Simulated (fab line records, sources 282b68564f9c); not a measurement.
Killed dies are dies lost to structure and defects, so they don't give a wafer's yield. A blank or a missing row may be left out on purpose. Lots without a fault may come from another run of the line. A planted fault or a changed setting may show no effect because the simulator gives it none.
fab line records | flow rit_cmos
record lots=6 wafers=18 last_day=7
route steps=202 shown M1@184
lots that met no fault: from a run of the same line without faults
start_h: hours from the record's first day to the start of the lot's first wafer shown | wait_h: hours since the lot's step before | " the same as in the row above | L1.1+2: a row that stands for several wafers | - no value, or no start given | * or withheld: withheld | < > ~ a bound
route shown NAME@n: a module of which the file shows steps, and the number in the route of the first | usual: mean/standard deviation of fault-free wafers | same: alike in all rows | chamber/n: place in a boat | sites: the reading at each site | _std_site: their standard deviation | _edge_site: outer sites' mean less inner sites' | radius_mm: how far each site lies from the wafer's centre | mask NAME#n: copy n | behind: the tool/chamber that last shaped the wafer | hold: why the lot was held/for how many hours/how that ended | device: the transistor (n, p or np) that didn't switch | end of line: the same wafers' tests at the end of the route | a step without rows: its recipe alone | killed: dies lost to structure and defects at the first sort, not the wafer's yield | map: a wafer's dies, x killed, . not, _ none there
set.NAME: the setting as run; set.NAME@STEP: as run at that earlier step | model.NAME: the simulator's own value behind a step, which no gauge read
lots at some steps of the route; a table a step, a row a wafer
services: from which hour (start_h, from the record's first day; less than 0 if before it) a tool's chamber was out of use, for how many hours, and why
## steps
# step RIT_M1_SPUTTER_00
# recipe material=Al target_thk_nm=400 power_w=1978 chamber_pressure_pa=0.4 gas=Ar time_s=500 substrate_temp_c=25
# usual substrate_temp_c=25.00/0.11 throttle_valve_pct=30.1/1
# columns lot.wafer tool chamber start_h wait_h substrate_temp_c throttle_valve_pct
L694.3 pvd_sputter-03 - 109.28 0.0 24.98 30.7
L694.4 " - " " 25.04 30.4
L694.6 " - " " 24.90 30.5
L697.1 pvd_sputter-01 - 123.69 0.0 25.18 32.1
L697.2 " - " " 25.16 30.5
L697.3 " - " " 25.13 29.0
L700.3 pvd_sputter-03 - 137.70 0.0 24.76 29.7
L700.4 " - " " 24.98 29.8
L700.5 " - " " 24.97 30.4
L703.1 pvd_sputter-01 - 152.97 0.0 25.15 29.2
L703.2 " - " " 25.07 30.2
L703.4 " - " " 24.97 32.1
L704.1 pvd_sputter-03 - 160.04 0.0 24.83 30.9
L704.2 " - " " 25.00 30.5
L704.4 " - " " 24.84 29.7
L705.2 pvd_sputter-01 - 165.42 0.0 24.95 29.2
L705.5 " - " " 24.90 29.1
L705.6 " - " " 25.12 30.6
# step RIT_M1_RS_MEAS_01
# recipe thk_meas_gauge=four-point-probe reads=Al_of_M1_SPUTTER_00
# usual M1_AL_RS=0.0743/0.00076
# columns lot.wafer tool chamber start_h wait_h M1_AL_RS[ohm/sq]
L694.3 film_metro-02 - 109.61 0.2 0.0739
L694.4 " - " " 0.0733
L694.6 " - " " 0.0741
L697.1 film_metro-01 - 123.98 0.1 0.0741
L697.2 " - " " 0.0749
L697.3 " - " " 0.0747
L700.3 film_metro-01 - 138.03 0.2 0.0749
L700.4 " - " " 0.0744
L700.5 " - " " 0.0738
L703.1 film_metro-01 - 153.26 0.1 0.0734
L703.2 " - " " 0.0731
L703.4 " - " " 0.0732
L704.1 film_metro-03 - 160.34 0.1 0.0745
L704.2 " - " " 0.0745
L704.4 " - " " 0.0748
L705.2 film_metro-01 - 165.73 0.2 0.0757
L705.5 " - " " 0.0751
L705.6 " - " " 0.0756
# step RIT_M1_THK_MEAS_02
# recipe thk_meas_gauge=xrf reads=Al_of_M1_SPUTTER_00
# usual M1_AL_THK=391/4.2
# columns lot.wafer tool chamber start_h wait_h M1_AL_THK[nm]
L694.3 film_metro-02 - 109.71 0.1 391
L694.4 " - " " 394
L694.6 " - " " 391
L697.1 film_metro-01 - 124.10 0.1 388
L697.2 " - " " 387
L697.3 " - " " 390
L700.3 film_metro-01 - 138.13 0.1 388
L700.4 " - " " 388
L700.5 " - " " 395
L703.1 film_metro-01 - 153.38 0.1 394
L703.2 " - " " 396
L703.4 " - " " 394
L704.1 film_metro-03 - 160.46 0.1 389
L704.2 " - " " 390
L704.4 " - " " 389
L705.2 film_metro-01 - 165.84 0.1 383
L705.5 " - " " 386
L705.6 " - " " 386
# step RIT_M1_HMDS_03
# recipe prime_time_s=60 prime_temp_c=140
# step RIT_M1_COAT_04
# recipe resist=NOVOLAK spin_rpm=2000 resist_thk_nm=1300
# step RIT_M1_SOFTBAKE_05
# recipe resist=NOVOLAK temp_c=90 time_s=60
# step RIT_M1_EXPOSE_06
# recipe mask_id=M12 na=0.6 source_shape=conventional sigma_outer=0.5 target_cd_nm=2600 dose_mj=250
# step RIT_M1_PEB_07
# recipe resist=NOVOLAK temp_c=withheld time_s=withheld
# step RIT_M1_DEVELOP_08
# recipe resist=NOVOLAK develop_time_s=68 dev_temp_c=23
# step RIT_M1_CD_MEAS_09
# recipe target_cd_nm=2600
# usual cd_nm=2599.6/1.7
# columns lot.wafer tool chamber start_h wait_h cd_nm
L694.3 cd_sem-02 - 110.67 - 2599.6
L694.4 " - " " 2598.6
L694.6 " - " " 2598.3
L697.1 cd_sem-02 - 125.13 - 2601.7
L697.2 " - " " 2600.9
L697.3 " - " " 2601.7
L700.3 cd_sem-02 - 139.17 - 2598.0
L700.4 " - " " 2599.3
L700.5 " - " " 2599.6
L703.1 cd_sem-02 - 154.32 - 2600.5
L703.2 " - " " 2600.0
L703.4 " - " " 2598.5
L704.1 cd_sem-02 - 161.52 - 2600.6
L704.2 " - " " 2599.7
L704.4 " - " " 2600.3
L705.2 cd_sem-01 - 166.79 - 2599.2
L705.5 " - " " 2599.1
L705.6 " - " " 2599.1
# step RIT_M1_OVL_MEAS_10
# usual M1_OVL=0.9/1.5
# columns lot.wafer tool chamber start_h wait_h M1_OVL[nm]
L694.3 overlay-01 - 110.76 0.1 -1.9
L694.4 " - " " -0.6
L694.6 " - " " -1.2
L697.1 overlay-02 - 125.25 0.1 -1.0
L697.2 " - " " 0.8
L697.3 " - " " 0.6
L700.3 overlay-01 - 139.26 0.1 1.1
L700.4 " - " " 2.2
L700.5 " - " " -0.8
L703.1 overlay-02 - 154.44 0.1 0.5
L703.2 " - " " 1.8
L703.4 " - " " 1.5
L704.1 overlay-02 - 161.64 0.1 1.8
L704.2 " - " " 1.1
L704.4 " - " " 0.1
L705.2 overlay-01 - 166.90 0.1 2.1
L705.5 " - " " -0.7
L705.6 " - " " 1.0
# step RIT_M1_HARDBAKE_11
# recipe resist=NOVOLAK temp_c=140 time_s=120
# step RIT_M1_METAL_ETCH_12
# recipe stop_on=SiO2 chemistry=Cl2/BCl3 target=Al time_s=165 over_etch_frac=0.5 pressure_mtorr=98.29 target_depth_a=6000 rf_w=250 Cl2_flow_sccm=60 bcl3_flow_sccm=50
# usual chamber_pressure_mTorr=98.28/0.085 drypump_motor_current_A=5.8/0.35 oes_product_au=0.774/0.014 throttle_valve_pct=8.43/0.095
# columns lot.wafer tool chamber start_h wait_h chamber_pressure_mTorr drypump_motor_current_A oes_product_au rf_hours_counter_h throttle_valve_pct model.NOVOLAK_of_M1_COAT_04.thk_nm
L694.3 rie_metal-01 0 111.09 0.2 98.23 5.7 0.795 - 8.41 802
L694.4 " 1 " " 98.35 6.3 0.759 - 8.44 792.9
L694.6 " 1 " " 98.25 6.3 0.759 - 8.45 793.3
L697.1 rie_metal-01 1 125.54 0.2 98.32 6.3 0.752 2.9 8.47 803.9
L697.2 " 0 " " 98.29 5.7 0.786 2.9 8.42 810.9
L697.3 " 0 " " 98.13 5.7 0.785 - 8.42 809.8
L700.3 rie_metal-01 0 139.59 0.2 98.24 5.7 0.741 - 8.44 756.6
L700.4 " 1 " " 98.23 6.3 0.703 - 8.49 754.5
L700.5 " 0 " " 98.27 5.7 0.743 - 8.44 763.8
L703.1 rie_metal-01 1 154.73 0.2 98.27 6.3 0.705 3.2 8.47 752.2
L703.2 " 0 " " 98.33 5.7 0.747 3.2 8.43 759
L703.4 " 0 " " 98.28 5.7 0.740 - 8.43 760.8
L704.1 rie_metal-04 0 161.93 0.2 98.14 5.8 0.767 5.0 8.46 800.8
L704.2 " 1 " " 98.21 5.2 0.779 5.4 8.45 801.8
L704.4 " 0 " " 98.44 5.8 0.758 - 8.43 801.3
L705.2 rie_metal-02 0 167.18 0.2 98.41 5.9 0.786 1.8 8.54 810
L705.5 " 0 " " 98.36 6.0 0.783 - 8.56 812.7
L705.6 " 1 " " 98.25 6.1 0.765 - 8.24 818.3
# step RIT_M1_STRIP_13
# recipe chemistry=nmp resist=NOVOLAK temp_c=80 time_s=600 dry=n2_spin
# step RIT_M1_PROBE_99
# usual defect_limited_yield=97.4/1.1 killed_at_front_end=6.7/2.9 killed_dies=6.8/2.9 killed_on_rim=1.8/1.4 killed_open=3.3/1.7 killed_short=3.4/2.1 sort_bin_3_pad_short=0.1/0.2 sort_bin_5_function=1.5/0.76 sort_bin_6_memory=1.0/0.65 sort_n_pass=257.2/2.9 sort_yield_pct=97.4/1.1
# same gross_dies=264 killed_at_M0_to_M3=0 killed_at_M4_up=0 killed_at_back_side=0 killed_at_contacts=0 killed_at_other=0
# columns lot.wafer tool chamber start_h wait_h defect_limited_yield[%] killed_at_front_end killed_dies killed_on_rim killed_open killed_short sort_bin_3_pad_short[%] sort_bin_5_function[%] sort_bin_6_memory[%] sort_n_pass sort_yield_pct[%] model.etest.antenna_m1.vt_shift_v
L694.3 prober-01 - 113.77 0.2 97.7 6 6 1 4 2 0 1.5 0.8 258.0 97.7 -0.01112
L694.4 prober-01 - 113.82 0.2 96.6 9 9 1 3 5 0 0.8 2.7 255.0 96.6 -0.01052
L694.6 prober-01 - 113.92 0.2 98.5 4 4 2 4 0 0 0.8 0.8 260.0 98.5 -0.01089
L697.1 prober-02 - 128.44 0.1 98.5 4 4 0 3 1 0 0.4 1.1 260.0 98.5 -0.01097
L697.2 prober-02 - 128.49 0.1 97.7 6 6 1 1 5 0.8 0.4 1.1 258.0 97.7 -0.00945
L697.3 prober-02 - 128.54 0.2 97.3 7 7 1 4 3 0.4 2.3 0 257.0 97.3 -0.01348
L700.3 prober-01 - 143.98 0.2 96.2 10 10 3 1 9 0.4 1.5 1.9 254.0 96.2 -0.01656
L700.4 prober-01 - 144.03 0.2 94.7 14 14 7 9 4 0.4 1.5 3.4 250.0 94.7 -0.01711
L700.5 prober-01 - 144.08 0.2 95.8 11 11 2 7 4 0 3.4 0.8 253.0 95.8 -0.0137
L703.1 prober-02 - 156.98 0.1 97.0 8 8 1 3 5 0 1.9 1.1 256.0 97.0 -0.01655
L703.2 prober-02 - 157.03 0.1 96.2 10 10 2 7 3 0 3.0 0.8 254.0 96.2 -0.01393
L703.4 prober-02 - 157.13 0.2 97.7 6 6 0 4 2 0.4 1.1 0.8 258.0 97.7 -0.0161
L704.1 prober-01 - 165.07 0.1 97.3 7 7 4 5 2 0 1.1 1.5 257.0 97.3 -0.01416
L704.2 prober-01 - 165.12 0.1 98.1 5 5 1 3 2 0 1.1 0.8 259.0 98.1 -0.009907
L704.4 prober-01 - 165.22 0.2 97.3 7 7 1 2 5 0 1.5 1.1 257.0 97.3 -0.01267
L705.2 prober-02 - 169.48 0.1 98.1 5 5 2 3 2 0 1.9 0 259.0 98.1 -0.0126
L705.5 prober-02 - 169.63 0.2 98.1 5 5 1 4 1 0.4 1.1 0.4 259.0 98.1 -0.0101
L705.6 prober-02 - 169.68 0.2 98.1 5 5 0 2 3 0 0.8 1.1 259.0 98.1 -0.009877
# killed by level:class
L694.3 GATE:geometric_particle:open=2 FOX1:geometric_particle:short=1 GATE:geometric_particle:short=1 REOX:geometric_particle:open=1 SILICIDE:geometric_particle:open=1
L694.4 GATE:geometric_particle:open=2 FOX2:geometric_particle:open=1 FOX2:geometric_particle:short=1 GATE:geometric_particle:short=1 REOX:geometric_particle:short=1 SPACER:geometric_particle:short=1 SILICIDE:geometric_particle:short=1 NRETRO:coat_microbubble_printed=1
L694.6 FOX1:geometric_particle:open=1 FOX2:geometric_particle:open=1 SPACER:geometric_particle:open=1 SILICIDE:geometric_particle:open=1
L697.1 GATE:geometric_particle:open=3 GATE:geometric_particle:short=1
L697.2 GATE:geometric_particle:short=3 FOX1:geometric_particle:short=1 GATE:geometric_particle:open=1 SILICIDE:geometric_particle:short=1
L697.3 GATE:geometric_particle:open=2 FOX1:geometric_particle:short=1 GATE:geometric_particle:short=1 REOX:geometric_particle:open=1 REOX:geometric_particle:short=1 SILICIDE:geometric_particle:open=1
L700.3 FOX2:geometric_particle:short=4 FOX1:geometric_particle:short=2 GATE:geometric_particle:short=2 REOX:geometric_particle:short=1 SPACER:geometric_particle:open=1
L700.4 GATE:geometric_particle:open=3 FOX2:geometric_particle:open=2 SPACER:geometric_particle:short=2 ACTIVE:geometric_particle:open=1 FOX1:geometric_particle:open=1 FOX1:geometric_particle:short=1 FOX2:geometric_particle:short=1 REOX:geometric_particle:open=1
L700.5 FOX1:geometric_particle:short=2 FOX2:geometric_particle:open=2 GATE:geometric_particle:open=2 SILICIDE:geometric_particle:open=2 FOX1:geometric_particle:open=1 GATE:geometric_particle:short=1 SPACER:geometric_particle:short=1
L703.1 REOX:geometric_particle:short=2 SPACER:geometric_particle:short=2 FOX1:geometric_particle:open=1 GATE:geometric_particle:short=1 SPACER:geometric_particle:open=1 SILICIDE:geometric_particle:open=1
L703.2 GATE:geometric_particle:open=3 FOX1:geometric_particle:short=1 FOX1:geometric_particle:open=1 FOX2:geometric_particle:short=1 GATE:geometric_particle:short=1 REOX:geometric_particle:open=1 SPACER:geometric_particle:open=1 SILICIDE:geometric_particle:open=1
L703.4 FOX1:geometric_particle:short=1 FOX2:geometric_particle:open=1 REOX:geometric_particle:open=1 REOX:geometric_particle:short=1 SPACER:geometric_particle:open=1 SILICIDE:geometric_particle:open=1
L704.1 FOX1:geometric_particle:open=2 FOX1:geometric_particle:short=1 GATE:geometric_particle:open=1 REOX:geometric_particle:short=1 REOX:geometric_particle:open=1 SPACER:geometric_particle:open=1
L704.2 GATE:geometric_particle:open=2 GATE:geometric_particle:short=1 REOX:geometric_particle:short=1 SPACER:geometric_particle:open=1
L704.4 GATE:geometric_particle:short=2 FOX1:geometric_particle:short=1 GATE:geometric_particle:open=1 REOX:geometric_particle:short=1 SPACER:geometric_particle:short=1 SPACER:geometric_particle:open=1
L705.2 SILICIDE:geometric_particle:open=2 FOX1:geometric_particle:open=1 GATE:geometric_particle:short=1 REOX:geometric_particle:short=1
L705.5 FOX2:geometric_particle:open=2 GATE:geometric_particle:short=1 SPACER:geometric_particle:open=1 SILICIDE:geometric_particle:open=1
L705.6 FOX1:geometric_particle:short=1 GATE:geometric_particle:short=1 SPACER:geometric_particle:short=1 SPACER:geometric_particle:open=1 SILICIDE:geometric_particle:open=1
## services
# columns tool chamber start_h hours kind
rie_metal-02 0 88.75 3.6 repair
pvd_sputter-03 - 110.40 2.4 repair
pvd_sputter-01 - 115.29 4.9 repair
## key
first_sign step=RIT_M1_METAL_ETCH_12 reading=oes_product_au direction=down sigmas=3.1 usual=0.774 struck=0.730
effect none on later readings
model_effect step=RIT_M1_METAL_ETCH_12 value=NOVOLAK_of_M1_COAT_04.thk_nm without=803.5 struck=757.8
model_effect step=RIT_M1_PROBE_99 value=etest.antenna_m1.vt_shift_v without=-0.01162 struck=-0.01566
met_at RIT_M1_METAL_ETCH_12
struck_wafers L700.3,L700.4,L700.5,L703.1,L703.2,L703.4
onset_between 125.54 139.59
fault kind=process_parameter_drift tool=rie_metal-01 chamber=- onset_h=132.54 steps=RIT_M1_METAL_ETCH_12 channel=target_depth_a offset=828.17 shape=step end_h=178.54 stated=6000
